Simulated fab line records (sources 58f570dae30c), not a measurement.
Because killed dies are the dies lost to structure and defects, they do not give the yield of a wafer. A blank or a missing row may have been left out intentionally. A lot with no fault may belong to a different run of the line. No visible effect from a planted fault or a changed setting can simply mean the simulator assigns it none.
fab line records -- flow berkeley-cmos170 -- part 1 of 2: steps 1 to 26 of 38
record lots=5, wafers=15, last-day=11
route steps=331 shown NWELL@24 PWELL@34 WELLDRIVE@55 ACTIVE@60
lots that met no fault: taken from a fault-free run of the same line
start-h: the number of hours between the record's first day and the start of the first shown wafer of the lot -- wait-h: time in hours since the lot's previous step -- " as in the row above -- L1.1+2: several wafers, shown together as one row -- - either no value or no given start -- * or withheld: withheld -- < > ~ a bound
route shown NAME@n: NAME is a module with steps in the file, n the number in the route of the first one -- usual: mean/standard deviation taken from wafers without a fault -- same: alike in all rows -- chamber/n: place in a boat -- sites: each site's reading -- _std_site: their standard deviation -- _edge_site: the outer-site mean with the inner-site mean subtracted -- radius-mm: for every site, how far away it sits from the centre of the wafer -- mask NAME#n: copy n -- behind: the tool/chamber that last shaped the wafer -- hold: why the lot was held/for how many hours/how that ended -- device: transistor that didn't switch, given as n, p or np -- end of line: the tests these same wafers got at the end of their route -- a step given without rows: its recipe and nothing more -- killed: the dies lost at the first sort to structure and to defects; this is not the yield of the wafer -- map: a wafer's dies, marking killed ones x, the rest . and places with no die _
set.NAME: the setting that was run; set.NAME@STEP: the one run at that earlier step -- model.NAME: the simulator's own value behind a step, which no gauge read
lots seen at some steps along the route; tables by step, rows by wafer
services: when a tool's chamber went out of use (start-h, in hours from the record's first day, below 0 if earlier), for how many hours, and the reason
## steps
# step UCB170_NWELL_PEB_10
# recipe peb-temp-c=130, peb-time-s=withheld, resist=KrF
# usual chill-plate-temp-C=23.01/0.11
lot.wafer,tool,chamber,start-h,wait-h,chill-plate-temp-C
L080.1,litho-track-03,0,56.77,0.1,23.07
L080.5,litho-track-03,0,56.77,0.1,23.02
L080.6,litho-track-03,0,56.77,0.1,22.88
L087.4,litho-track-01,0,91.15,0.1,22.96
L087.5,litho-track-01,0,91.15,0.1,23.11
L087.6,litho-track-01,0,91.15,0.1,23.05
L089.3,litho-track-03,0,104.03,0.1,23.06
L089.4,litho-track-03,0,104.03,0.1,23.20
L089.6,litho-track-03,0,104.03,0.1,23.22
L091.2,litho-track-04,0,117.42,0.5,22.90
L091.3,litho-track-04,0,117.42,0.5,22.89
L091.4,litho-track-04,0,117.42,0.5,22.90
L093.1,litho-track-03,0,121.88,0.3,23.06
L093.2,litho-track-03,0,121.88,0.3,22.95
L093.6,litho-track-03,0,121.88,0.3,22.97
# step UCB170_NWELL_DEVELOP_11
# recipe developer=TMAH, develop-time-s=45, resist=KrF, dev-temp-c=21
# usual chill-plate-temp-C=23.00/0.11
lot.wafer,tool,chamber,start-h,wait-h,chill-plate-temp-C
L080.1,litho-track-03,0,-,-,23.05
L080.5,litho-track-03,0,-,-,23.00
L080.6,litho-track-03,0,-,-,23.03
L087.4,litho-track-01,0,-,-,22.96
L087.5,litho-track-01,0,-,-,23.00
L087.6,litho-track-01,0,-,-,22.95
L089.3,litho-track-03,0,-,-,22.96
L089.4,litho-track-03,0,-,-,23.07
L089.6,litho-track-03,0,-,-,23.03
L091.2,litho-track-04,0,-,-,22.98
L091.3,litho-track-04,0,-,-,22.79
L091.4,litho-track-04,0,-,-,22.82
L093.1,litho-track-03,0,-,-,22.94
L093.2,litho-track-03,0,-,-,22.94
L093.6,litho-track-03,0,-,-,22.95
# step UCB170_NWELL_OVL_MEAS_12
# usual NWELL_OVL=-1/5.5
lot.wafer,tool,chamber,start-h,wait-h,NWELL_OVL[nm]
L080.1,overlay-01,-,57.05,-,-3
L080.5,overlay-01,-,57.05,-,-2
L080.6,overlay-01,-,57.05,-,-4
L087.4,overlay-02,-,91.37,-,3
L087.5,overlay-02,-,91.37,-,-14
L087.6,overlay-02,-,91.37,-,5
L089.3,overlay-01,-,104.27,-,0
L089.4,overlay-01,-,104.27,-,-7
L089.6,overlay-01,-,104.27,-,-7
L091.2,overlay-01,-,117.68,-,-2
L091.3,overlay-01,-,117.68,-,-10
L091.4,overlay-01,-,117.68,-,-2
L093.1,overlay-02,-,122.15,-,1
L093.2,overlay-02,-,122.15,-,-2
L093.6,overlay-02,-,122.15,-,0
# step UCB170_NWELL_ETCH_13
# recipe chemistry=CH3F/Ar/O2, target=Si3N4, stop-on=SiO2, CH3F_flow_sccm=20, Ar_flow_sccm=50, O2_flow_sccm=7, pressure-mtorr=50, rf-w=450, target-depth-a=2464, over-etch-frac=0.1, time-s=154
# usual drypump-motor-current-A=5.6/0.49, oes-product-au=0.947/0.011, throttle-valve-pct=8.03/0.13
lot.wafer,tool,chamber,start-h,wait-h,drypump-motor-current-A,oes-product-au,rf-hours-counter-h,throttle-valve-pct
L080.1,rie-diel-01,3,57.08,0.0,6.1,0.946,52,7.79
L080.5,rie-diel-01,1,57.08,0.0,5.9,0.938,-,7.84
L080.6,rie-diel-01,0,57.08,0.0,4.9,0.946,-,8.14
L087.4,rie-diel-01,3,91.39,0.0,6.1,0.939,54,7.80
L087.5,rie-diel-01,2,91.39,0.0,5.3,0.939,-,8.03
L087.6,rie-diel-01,1,91.39,0.0,5.9,0.936,-,7.83
L089.3,rie-diel-02,1,104.29,0.0,5.6,0.948,72,8.15
L089.4,rie-diel-02,2,104.29,0.0,5.0,0.948,63,8.12
L089.6,rie-diel-02,3,104.29,0.0,6.4,0.935,-,8.20
L091.2,rie-diel-04,2,117.71,0.0,5.1,0.952,23,8.00
L091.3,rie-diel-04,3,117.71,0.0,5.3,0.961,143,8.10
L091.4,rie-diel-04,0,117.71,0.0,6.4,0.937,160,7.98
L093.1,rie-diel-01,1,122.19,0.0,5.9,0.943,117,7.83
L093.2,rie-diel-01,2,122.19,0.0,5.3,0.957,159,8.02
L093.6,rie-diel-01,1,122.19,0.0,5.9,0.952,-,7.82
# step UCB170_NWELL_IMPLANT_14
# recipe species=P, dose-cm2=1e+13, energy-kev=150, tilt-deg=7
# usual beam-energy-keV=149.99/0.044
lot.wafer,tool,chamber,start-h,wait-h,beam-energy-keV
L080.1,implanter-01,0,57.18,0.1,150.03
L080.5,implanter-01,0,57.18,0.1,150.02
L080.6,implanter-01,0,57.18,0.1,150.03
L087.4,implanter-01,0,91.57,0.1,150.04
L087.5,implanter-01,0,91.57,0.1,150.02
L087.6,implanter-01,0,91.57,0.1,150.00
L089.3,implanter-01,0,104.44,0.1,150.00
L089.4,implanter-01,0,104.44,0.1,150.03
L089.6,implanter-01,0,104.44,0.1,150.01
L091.2,implanter-04,0,117.83,0.1,149.98
L091.3,implanter-04,0,117.83,0.1,150.02
L091.4,implanter-04,0,117.83,0.1,149.96
L093.1,implanter-04,0,122.29,0.1,150.01
L093.2,implanter-04,0,122.29,0.1,149.96
L093.6,implanter-04,0,122.29,0.1,149.98
# step UCB170_NWELL_STRIP_15
# recipe chemistry=O2, power-w=400, pressure-mtorr=3500, platen-temp-c=withheld, o2-flow-sccm=400, overash-fraction=0.5
# usual drypump-motor-current-A=5.6/0.36, oes-product-au=0.721/0.0051, strip-time-to-endpoint-s=18.01/0.11
lot.wafer,tool,chamber,start-h,wait-h,drypump-motor-current-A,oes-product-au,rf-hours-counter-h,strip-time-to-endpoint-s
L080.1,plasma-asher-01,0,57.33,0.1,5.8,0.721,34,17.89
L080.5,plasma-asher-01,0,57.33,0.1,5.9,0.729,-,18.09
L080.6,plasma-asher-01,1,57.33,0.1,5.6,0.734,-,18.17
L087.4,plasma-asher-02,1,91.68,0.1,4.6,0.730,-,17.96
L087.5,plasma-asher-02,1,91.68,0.1,4.6,0.728,-,18.05
L087.6,plasma-asher-02,0,91.68,0.1,5.9,0.725,-,18.16
L089.3,plasma-asher-01,1,104.58,0.1,5.6,0.724,-,18.20
L089.4,plasma-asher-01,0,104.58,0.1,5.9,0.718,-,18.06
L089.6,plasma-asher-01,1,104.58,0.1,5.6,0.722,-,18.07
L091.2,plasma-asher-02,1,117.96,0.1,4.6,0.716,0,17.82
L091.3,plasma-asher-02,1,117.96,0.1,4.6,0.728,-,17.89
L091.4,plasma-asher-02,0,117.96,0.1,5.9,0.726,-,17.97
L093.1,plasma-asher-04,1,122.44,0.1,5.7,0.718,32,17.94
L093.2,plasma-asher-04,0,122.44,0.1,5.6,0.716,32,17.95
L093.6,plasma-asher-04,0,122.44,0.1,5.6,0.715,-,17.98
# step UCB170_NWELL_TW_MEAS_16
# usual NWELL_TW=1253/5.9
lot.wafer,tool,chamber,start-h,wait-h,NWELL_TW
L080.1,film-metro-01,-,57.43,0.1,1249
L080.5,film-metro-01,-,57.43,0.1,1257
L080.6,film-metro-01,-,57.43,0.1,1254
L087.4,film-metro-04,-,91.77,0.1,1253
L087.5,film-metro-04,-,91.77,0.1,1242
L087.6,film-metro-04,-,91.77,0.1,1246
L089.3,film-metro-01,-,104.66,0.1,1251
L089.4,film-metro-01,-,104.66,0.1,1245
L089.6,film-metro-01,-,104.66,0.1,1255
L091.2,film-metro-01,-,118.07,0.1,1254
L091.3,film-metro-01,-,118.07,0.1,1250
L091.4,film-metro-01,-,118.07,0.1,1256
L093.1,film-metro-04,-,122.54,0.1,1265
L093.2,film-metro-04,-,122.54,0.1,1256
L093.6,film-metro-04,-,122.54,0.1,1262
# step UCB170_NWELL_CLEAN_17
# recipe chemistry=SPM, temp-c=120, time-s=600
lot.wafer,tool,chamber,start-h,wait-h
L080.1+5+6,wet-bench-03,2,57.49,0.1
L087.4+5+6,wet-bench-04,2,92.74,1.0
L089.3+4+6,wet-bench-03,2,104.70,0.0
L091.2+3+4,wet-bench-02,3,118.12,0.0
L093.1+2+6,wet-bench-04,3,122.65,0.1
# step UCB170_NWELL_WET_ETCH_18
# recipe chemistry=H3PO4, target=Si3N4, temp-c=160, time-s=14400
lot.wafer,tool,chamber,start-h,wait-h
L080.1+5+6,wet-bench-03,0,57.67,0.0
L087.4+5+6,wet-bench-04,2,93.11,0.2
L089.3+4+6,wet-bench-04,0,104.88,0.0
L091.2+3+4,wet-bench-04,2,118.29,0.0
L093.1+2+6,wet-bench-04,3,122.85,0.0
# step UCB170_NWELL_WET_ETCH_19
# recipe chemistry=BOE, dilution=5:1, target=SiO2, temp-c=25, time-s=22
lot.wafer,tool,chamber,start-h,wait-h
L080.1+5+6,wet-bench-02,2,61.95,0.3
L087.4+5+6,wet-bench-04,3,97.91,0.8
L089.3+4+6,wet-bench-02,2,108.89,0.0
L091.2+3+4,wet-bench-02,1,122.58,0.3
L093.1+2+6,wet-bench-04,2,127.04,0.2
# step UCB170_PWELL_CLEAN_00
# recipe chemistry=SPM, temp-c=120, time-s=600
lot.wafer,tool,chamber,start-h,wait-h
L080.1+5+6,wet-bench-02,2,61.98,0.0
L087.4+5+6,wet-bench-04,1,98.11,0.2
L089.3+4+6,wet-bench-03,3,108.90,0.0
L091.2+3+4,wet-bench-02,0,122.61,0.0
L093.1+2+6,wet-bench-04,0,127.05,0.0
# step UCB170_PWELL_CLEAN_01
# recipe chemistry=dHF, dilution=25:1, time-s=60
lot.wafer,tool,chamber,start-h,wait-h
L080.1+5+6,wet-bench-03,2,62.29,0.1
L087.4+5+6,wet-bench-02,1,98.65,0.4
L089.3+4+6,wet-bench-04,3,109.08,0.0
L091.2+3+4,wet-bench-04,0,122.83,0.0
L093.1+2+6,wet-bench-04,1,127.23,0.0
# step UCB170_PWELL_OXIDATION_02
# recipe temp-c=1006, ambient=O2, target-thk-a=264, ox-time-s=1260
# usual ox-temp-c-max=1010.8/1, tube-center-temp-C=1006/0.091, zone-power-source-pct=35.0/2.3
lot.wafer,tool,chamber,start-h,wait-h,ox-temp-c-max,tube-center-temp-C,zone-power-source-pct
L080.1,furnace-02,0,64.04,1.7,1009.6,1005.8,32.0
L080.5,furnace-02,0,64.04,1.7,1009.5,1006,32.1
L080.6,furnace-02,0,64.04,1.7,1009.8,1006,31.8
L087.4,furnace-04,0,99.14,0.5,1010.5,1006,34.1
L087.5,furnace-04,0,99.14,0.5,1008.9,1006,34.5
L087.6,furnace-04,0,99.14,0.5,1010.5,1006.1,34.2
L089.3,furnace-01,0,109.96,0.9,1010.2,1005.9,36.2
L089.4,furnace-01,0,109.96,0.9,1009.8,1005.9,36.4
L089.6,furnace-01,0,109.96,0.9,1011.1,1005.9,36.6
L091.2,furnace-01,0,125.08,2.2,1010.7,1006.1,36.5
L091.3,furnace-01,0,125.08,2.2,1011.5,1006.1,36.3
L091.4,furnace-01,0,125.08,2.2,1011.7,1005.9,36.3
L093.1,furnace-01,0,132.11,4.9,1012.4,1005.9,36.6
L093.2,furnace-01,0,132.11,4.9,1011.6,1006.1,36.9
L093.6,furnace-01,0,132.11,4.9,1012.5,1006,36.3
# step UCB170_PWELL_THK_MEAS_03
# recipe reads=SiO2_of_PWELL_OXIDATION_02
# usual PWELL_OXIDE_THK=28.2/0.47
lot.wafer,tool,chamber,start-h,wait-h,PWELL_OXIDE_THK[nm]
L080.1,film-metro-04,-,65.39,0.0,28.2
L080.5,film-metro-04,-,65.39,0.0,27.9
L080.6,film-metro-04,-,65.39,0.0,28.4
L087.4,film-metro-02,-,100.52,0.0,28.2
L087.5,film-metro-02,-,100.52,0.0,28.6
L087.6,film-metro-02,-,100.52,0.0,27.9
L089.3,film-metro-02,-,111.33,0.0,28.2
L089.4,film-metro-02,-,111.33,0.0,27.8
L089.6,film-metro-02,-,111.33,0.0,28.6
L091.2,film-metro-04,-,126.44,0.0,29.3
L091.3,film-metro-04,-,126.44,0.0,28.8
L091.4,film-metro-04,-,126.44,0.0,29.2
L093.1,film-metro-04,-,133.46,0.0,28.4
L093.2,film-metro-04,-,133.46,0.0,27.9
L093.6,film-metro-04,-,133.46,0.0,28.0
# step UCB170_PWELL_ANNEAL_04
# recipe temp-c=1000, time-s=900, ambient=N2
# usual tube-center-temp-C=999.99/0.093, zone-power-source-pct=33.7/1.8
lot.wafer,tool,chamber,start-h,wait-h,tube-center-temp-C,zone-power-source-pct
L080.1,furnace-04,0,68.29,2.9,1000.1,34.0
L080.5,furnace-04,0,68.29,2.9,1000,34.2
L080.6,furnace-04,0,68.29,2.9,999.97,34.3
L087.4,furnace-02,0,105.22,4.7,1000.1,31.4
L087.5,furnace-02,0,105.22,4.7,1000,31.1
L087.6,furnace-02,0,105.22,4.7,1000.1,31.4
L089.3,furnace-02,0,112.89,1.5,1000,31.7
L089.4,furnace-02,0,112.89,1.5,999.9,30.9
L089.6,furnace-02,0,112.89,1.5,1000,31.1
L091.2,furnace-04,0,131.66,5.2,1000,33.7
L091.3,furnace-04,0,131.66,5.2,1000.1,33.9
L091.4,furnace-04,0,131.66,5.2,999.92,34.4
L093.1,furnace-02,0,136.37,2.9,1000,31.5
L093.2,furnace-02,0,136.37,2.9,999.87,31.6
L093.6,furnace-02,0,136.37,2.9,1000,31.2
# step UCB170_PWELL_CVD_05
# recipe material=Si3N4, target-thk-nm=220, temp-c=800, precursor=SiH2Cl2/NH3, time-s=3300, pressure-mtorr=200, sih2cl2-flow-sccm=25, nh3-flow-sccm=75
# usual zone-power-source-pct=22.3/2.5
lot.wafer,tool,chamber,start-h,wait-h,zone-power-source-pct
L080.1,lpcvd-02,0,72.76,3.2,21.6
L080.5,lpcvd-02,0,72.76,3.2,21.5
L080.6,lpcvd-02,0,72.76,3.2,21.7
L087.4,lpcvd-02,0,106.47,0.0,21.3
L087.5,lpcvd-02,0,106.47,0.0,21.0
L087.6,lpcvd-02,0,106.47,0.0,21.0
L089.3,lpcvd-01,1,114.14,0.0,18.2
L089.4,lpcvd-01,1,114.14,0.0,18.3
L089.6,lpcvd-01,1,114.14,0.0,18.2
L091.2,lpcvd-01,0,134.24,1.3,25.0
L091.3,lpcvd-01,0,134.24,1.3,24.9
L091.4,lpcvd-01,0,134.24,1.3,24.9
L093.1,lpcvd-01,0,137.62,0.0,24.8
L093.2,lpcvd-01,0,137.62,0.0,24.6
L093.6,lpcvd-01,0,137.62,0.0,24.7
# step UCB170_PWELL_THK_MEAS_06
# recipe reads=Si3N4_of_PWELL_CVD_05
# usual PWELL_NITRIDE_THK=220.6/2.5
lot.wafer,tool,chamber,start-h,wait-h,PWELL_NITRIDE_THK[nm]
L080.1,film-metro-04,-,74.68,0.0,218.8
L080.5,film-metro-04,-,74.68,0.0,217.4
L080.6,film-metro-04,-,74.68,0.0,219.5
L087.4,film-metro-01,-,108.42,0.0,218.9
L087.5,film-metro-01,-,108.42,0.0,220.4
L087.6,film-metro-01,-,108.42,0.0,219.9
L089.3,film-metro-02,-,116.07,0.0,220.1
L089.4,film-metro-02,-,116.07,0.0,220.4
L089.6,film-metro-02,-,116.07,0.0,220.4
L091.2,film-metro-04,-,136.17,0.0,218.4
L091.3,film-metro-04,-,136.17,0.0,219.5
L091.4,film-metro-04,-,136.17,0.0,217.8
L093.1,film-metro-01,-,139.56,0.0,217.8
L093.2,film-metro-01,-,139.56,0.0,215.4
L093.6,film-metro-01,-,139.56,0.0,218.3
# step UCB170_PWELL_HMDS_07
# recipe prime-time-s=60, prime-temp-c=100
# usual chill-plate-temp-C=22.97/0.12
lot.wafer,tool,chamber,start-h,wait-h,chill-plate-temp-C
L080.1,litho-track-03,0,74.74,0.1,23.07
L080.5,litho-track-03,0,74.74,0.1,23.14
L080.6,litho-track-03,0,74.74,0.1,22.87
L087.4,litho-track-04,0,108.70,0.3,22.73
L087.5,litho-track-04,0,108.70,0.3,22.90
L087.6,litho-track-04,0,108.70,0.3,22.75
L089.3,litho-track-02,0,116.64,0.6,22.96
L089.4,litho-track-02,0,116.64,0.6,23.08
L089.6,litho-track-02,0,116.64,0.6,22.84
L091.2,litho-track-03,0,136.28,0.1,22.99
L091.3,litho-track-03,0,136.28,0.1,22.88
L091.4,litho-track-03,0,136.28,0.1,23.09
L093.1,litho-track-03,0,139.62,0.1,22.77
L093.2,litho-track-03,0,139.62,0.1,22.95
L093.6,litho-track-03,0,139.62,0.1,23.04
# step UCB170_PWELL_COAT_08
# recipe resist=KrF, spin-rpm=1500, resist-thk-nm=900
# usual chill-plate-temp-C=22.99/0.1, spin-speed-rpm=1499.8/1
lot.wafer,tool,chamber,start-h,wait-h,chill-plate-temp-C,spin-speed-rpm
L080.1,litho-track-03,0,74.89,0.1,22.87,1499.1
L080.5,litho-track-03,0,74.89,0.1,23.14,1500.6
L080.6,litho-track-03,0,74.89,0.1,23.13,1498.9
L087.4,litho-track-04,0,108.85,0.1,22.96,1498.8
L087.5,litho-track-04,0,108.85,0.1,22.92,1500.1
L087.6,litho-track-04,0,108.85,0.1,22.97,1500.5
L089.3,litho-track-02,0,116.79,0.1,22.95,1500.8
L089.4,litho-track-02,0,116.79,0.1,23.00,1499.1
L089.6,litho-track-02,0,116.79,0.1,23.10,1498.7
L091.2,litho-track-03,0,136.43,0.1,22.88,1499.7
L091.3,litho-track-03,0,136.43,0.1,23.12,1500.2
L091.4,litho-track-03,0,136.43,0.1,23.03,1500.4
L093.1,litho-track-03,0,139.77,0.1,23.00,1500.1
L093.2,litho-track-03,0,139.77,0.1,22.97,1501.1
L093.6,litho-track-03,0,139.77,0.1,22.85,1501.0
# step UCB170_PWELL_SOFTBAKE_09
# recipe resist=KrF, temp-c=130, time-s=60
# usual chill-plate-temp-C=22.99/0.1
lot.wafer,tool,chamber,start-h,wait-h,chill-plate-temp-C
L080.1,litho-track-03,0,75.04,0.1,22.89
L080.5,litho-track-03,0,75.04,0.1,22.89
L080.6,litho-track-03,0,75.04,0.1,23.02
L087.4,litho-track-04,0,109.00,0.1,23.15
L087.5,litho-track-04,0,109.00,0.1,23.18
L087.6,litho-track-04,0,109.00,0.1,23.02
L089.3,litho-track-02,0,116.94,0.1,22.96
L089.4,litho-track-02,0,116.94,0.1,22.85
L089.6,litho-track-02,0,116.94,0.1,22.94
L091.2,litho-track-03,0,136.58,0.1,23.07
L091.3,litho-track-03,0,136.58,0.1,22.98
L091.4,litho-track-03,0,136.58,0.1,23.00
L093.1,litho-track-03,0,139.92,0.1,23.09
L093.2,litho-track-03,0,139.92,0.1,23.15
L093.6,litho-track-03,0,139.92,0.1,22.93
# step UCB170_PWELL_EXPOSE_10
# recipe mask-id=PWELL, target-cd-nm=3000, na=0.5, sigma-outer=0.6, source-shape=conventional, dose-mj=19
# usual reticle-temp-C=23.01/0.089
lot.wafer,tool,chamber,start-h,wait-h,mask,reticle-temp-C
L080.1,krf-scanner-02,0,75.47,0.4,PWELL#0,22.93
L080.5,krf-scanner-02,0,75.47,0.4,PWELL#0,23.06
L080.6,krf-scanner-02,0,75.47,0.4,PWELL#0,22.89
L087.4,krf-scanner-02,0,109.41,0.4,PWELL#0,22.95
L087.5,krf-scanner-02,0,109.41,0.4,PWELL#0,23.03
L087.6,krf-scanner-02,0,109.41,0.4,PWELL#0,22.84
L089.3,krf-scanner-01,0,117.21,0.2,PWELL#0,23.00
L089.4,krf-scanner-01,0,117.21,0.2,PWELL#0,22.97
L089.6,krf-scanner-01,0,117.21,0.2,PWELL#0,22.91
L091.2,krf-scanner-02,0,136.85,0.2,PWELL#0,23.09
L091.3,krf-scanner-02,0,136.85,0.2,PWELL#0,23.08
L091.4,krf-scanner-02,0,136.85,0.2,PWELL#0,23.15
L093.1,krf-scanner-02,0,140.16,0.2,PWELL#0,23.01
L093.2,krf-scanner-02,0,140.16,0.2,PWELL#0,23.10
L093.6,krf-scanner-02,0,140.16,0.2,PWELL#0,22.97
# step UCB170_PWELL_PEB_11
# recipe peb-temp-c=130, peb-time-s=withheld, resist=KrF
# usual chill-plate-temp-C=23.04/0.1
lot.wafer,tool,chamber,start-h,wait-h,chill-plate-temp-C
L080.1,litho-track-04,0,75.68,0.2,23.05
L080.5,litho-track-04,0,75.68,0.2,23.18
L080.6,litho-track-04,0,75.68,0.2,23.13
L087.4,litho-track-04,0,109.70,0.3,23.14
L087.5,litho-track-04,0,109.70,0.3,23.19
L087.6,litho-track-04,0,109.70,0.3,22.96
L089.3,litho-track-04,0,117.72,0.5,22.85
L089.4,litho-track-04,0,117.72,0.5,23.14
L089.6,litho-track-04,0,117.72,0.5,22.99
L091.2,litho-track-02,0,137.17,0.3,23.06
L091.3,litho-track-02,0,137.17,0.3,23.10
L091.4,litho-track-02,0,137.17,0.3,23.05
L093.1,litho-track-04,0,140.28,0.1,23.17
L093.2,litho-track-04,0,140.28,0.1,23.01
L093.6,litho-track-04,0,140.28,0.1,23.33
# step UCB170_PWELL_DEVELOP_12
# recipe developer=TMAH, develop-time-s=45, resist=KrF, dev-temp-c=21
# usual chill-plate-temp-C=23.01/0.092
lot.wafer,tool,chamber,start-h,wait-h,chill-plate-temp-C
L080.1,litho-track-04,0,-,-,22.93
L080.5,litho-track-04,0,-,-,22.98
L080.6,litho-track-04,0,-,-,22.93
L087.4,litho-track-04,0,-,-,22.99
L087.5,litho-track-04,0,-,-,22.81
L087.6,litho-track-04,0,-,-,23.06
L089.3,litho-track-04,0,-,-,22.93
L089.4,litho-track-04,0,-,-,22.89
L089.6,litho-track-04,0,-,-,22.97
L091.2,litho-track-02,0,-,-,22.99
L091.3,litho-track-02,0,-,-,23.06
L091.4,litho-track-02,0,-,-,22.95
L093.1,litho-track-04,0,-,-,22.97
L093.2,litho-track-04,0,-,-,22.83
L093.6,litho-track-04,0,-,-,22.99
# step UCB170_PWELL_OVL_MEAS_13
# usual PWELL_OVL=-3/6.7
lot.wafer,tool,chamber,start-h,wait-h,PWELL_OVL[nm]
L080.1,overlay-01,-,75.96,-,1
L080.5,overlay-01,-,75.96,-,9
L080.6,overlay-01,-,75.96,-,8
L087.4,overlay-01,-,109.92,-,-4
L087.5,overlay-01,-,109.92,-,-7
L087.6,overlay-01,-,109.92,-,-7
L089.3,overlay-02,-,117.96,-,8
L089.4,overlay-02,-,117.96,-,4
L089.6,overlay-02,-,117.96,-,9
L091.2,overlay-01,-,137.43,-,-7
L091.3,overlay-01,-,137.43,-,2
L091.4,overlay-01,-,137.43,-,-10
L093.1,overlay-02,-,140.55,-,-4
L093.2,overlay-02,-,140.55,-,-19
L093.6,overlay-02,-,140.55,-,-7
# step UCB170_PWELL_ETCH_14
# recipe chemistry=CH3F/Ar/O2, target=Si3N4, stop-on=SiO2, CH3F_flow_sccm=20, Ar_flow_sccm=50, O2_flow_sccm=7, pressure-mtorr=50, rf-w=450, target-depth-a=2420, over-etch-frac=0.1, time-s=151
# usual drypump-motor-current-A=5.6/0.5, oes-product-au=0.943/0.012, throttle-valve-pct=7.98/0.14
lot.wafer,tool,chamber,start-h,wait-h,drypump-motor-current-A,oes-product-au,rf-hours-counter-h,throttle-valve-pct
L080.1,rie-diel-01,2,75.99,0.0,5.3,0.941,157,8.02
L080.5,rie-diel-01,2,75.99,0.0,5.3,0.933,-,8.03
L080.6,rie-diel-01,1,75.99,0.0,5.9,0.942,-,7.82
L087.4,rie-diel-03,3,109.93,0.0,6.3,0.945,21,8.11
L087.5,rie-diel-03,3,109.93,0.0,6.3,0.949,-,8.09
L087.6,rie-diel-03,0,109.93,0.0,5.5,0.941,-,7.73
L089.3,rie-diel-01,0,117.98,0.0,5.0,0.937,4,8.15
L089.4,rie-diel-01,1,117.98,0.0,5.9,0.942,117,7.83
L089.6,rie-diel-01,3,117.98,0.0,6.1,0.944,-,7.78
L091.2,rie-diel-03,2,137.46,0.0,6.0,0.929,95,7.97
L091.3,rie-diel-03,0,137.46,0.0,5.5,0.942,93,7.74
L091.4,rie-diel-03,1,137.46,0.0,4.9,0.919,124,8.09
L093.1,rie-diel-03,2,140.59,0.0,6.0,0.930,95,7.97
L093.2,rie-diel-03,3,140.59,0.0,6.3,0.944,22,8.10
L093.6,rie-diel-03,3,140.59,0.0,6.3,0.951,-,8.11
# step UCB170_PWELL_IMPLANT_15
# recipe species=B, dose-cm2=5e+12, energy-kev=60, tilt-deg=6.689
# usual beam-energy-keV=60.004/0.02
lot.wafer,tool,chamber,start-h,wait-h,beam-energy-keV
L080.1,implanter-04,0,76.09,0.1,59.987
L080.5,implanter-04,0,76.09,0.1,59.962
L080.6,implanter-04,0,76.09,0.1,59.964
L087.4,implanter-01,0,110.11,0.1,60.029
L087.5,implanter-01,0,110.11,0.1,60.007
L087.6,implanter-01,0,110.11,0.1,60.002
L089.3,implanter-03,0,118.13,0.1,60.004
L089.4,implanter-03,0,118.13,0.1,60.040
L089.6,implanter-03,0,118.13,0.1,59.994
L091.2,implanter-04,0,137.58,0.1,59.972
L091.3,implanter-04,0,137.58,0.1,60.005
L091.4,implanter-04,0,137.58,0.1,59.988
L093.1,implanter-04,0,140.69,0.1,60.008
L093.2,implanter-04,0,140.69,0.1,60.004
L093.6,implanter-04,0,140.69,0.1,60.012
